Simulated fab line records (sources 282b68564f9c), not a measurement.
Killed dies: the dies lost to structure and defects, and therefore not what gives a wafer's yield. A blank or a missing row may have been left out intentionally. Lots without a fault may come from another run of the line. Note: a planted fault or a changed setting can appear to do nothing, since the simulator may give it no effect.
A single fault, viewed from 2 desks    flow rit-cmos    only its own numbers are on each desk; what lay behind them is given at the end

THE METROLOGY DESK
Lot by lot, what the gauges showed, no matter which tool ran the lot: averages of those sampled wafers that carry a number. Any lot whose mean is over 4 standard deviations away from the usual mean is out of limits and marked OUT; that distance is given in the brackets.
Columns: A = ACTIVE_OXIDE_THK at RIT_ACTIVE_THK_MEAS_02, usual 46.3 nm; B = PWELL_RS at RIT_WELLDRIVE_RS_MEAS_02, usual 429.7 ohm/sq; C = PRETRO_OVL at RIT_PRETRO_OVL_MEAS_06, usual 0.4 nm; D = M1_BOW at RIT_M1_BOW_MEAS_16, usual 16 um
lot   first seen here  A     B      C                         D
L584  day 1 12:03      45.3  428.9  0.3                       14
L585  day 1 17:14      44.4  430.2  -0.3                      21
L587  day 2 03:03      47.2  430.9  1.8                       15
L589  day 2 13:19      45.3  429.4  0.4                       18
L590  day 2 18:03      46.3  431.5  0.5                       15
L591  day 2 23:03      46.0  427.2  0.7                       18
L592  day 3 04:03      46.5  429.2  0.2                       12
L593  day 3 09:04      46.4  429.9  0.4                       15
L594  day 3 14:03      45.3  430.2  -0.1                      17
L595  day 3 19:04      47.2  431.5  -0.3                      21
L598  day 4 10:03      46.4  429.7  -0.2                      7
L599  day 4 15:03      45.8  428.3  -150.6 (-99 or more) OUT  10
L602  day 5 06:03      46.2  431.3  -149.8 (-99 or more) OUT  18
L603  day 5 11:04      46.1  428.1  -150.7 (-99 or more) OUT  18
L604  day 5 18:40      46.6  429.4  -149.4 (-99 or more) OUT  10
L605  day 5 22:29      46.5  430.3  0.5                       15
This desk's finding: out of limits on L599, L602, L603, L604; first on L599, day 5 09:49 (PRETRO_OVL at RIT_PRETRO_OVL_MEAS_06). In limits: L584, L585, L587, L589, L590, L591, L592, L593, L594, L595, L598, L605.

THE TOOL OWNER'S DESK: iline-stepper-02
The tool's own readings at RIT_PRETRO_EXPOSE_03 (exposes mask M5, target cd 43700 nm): means of the sampled wafers that have a number, for each lot that ran on this tool. Any lot whose mean is over 4 standard deviations away from the usual mean is out of limits and marked OUT; that distance is given in the brackets.
Columns: A = exposure-dose-mJ-cm2 at RIT_PRETRO_EXPOSE_03, usual 250.05
lot   first seen here  A
L584  day 2 08:11      250.04
L585  day 2 13:29      250.24
L590  day 3 13:08      249.96
L591  day 3 18:05      249.99
L594  day 4 09:17      250.24
L595  day 4 13:39      249.85
L599  day 5 09:23      249.97
L602  day 6 03:56      250.26
L603  day 6 09:05      250.36
L604  day 6 15:28      249.71
This desk found nothing out of limits on any of the 10 lots.

ALL TOGETHER
Metrology desk: alarm possible at day 5 09:49 on L599, L602, L603, L604.
Nothing out of limits was seen by the tool owner's desk.
The tool owner's desk has L599, L602, L603, L604 on record, within its limits.
The lots listed all ran RIT_PRETRO_EXPOSE_03 on iline-stepper-02.

WHAT THE SIMULATOR HAD PUT IN
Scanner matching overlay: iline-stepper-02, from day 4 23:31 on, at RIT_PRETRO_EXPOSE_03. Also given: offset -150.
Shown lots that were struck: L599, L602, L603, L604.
Hours from the fault's start to each desk's first reading out of limits: the metrology desk, 10.
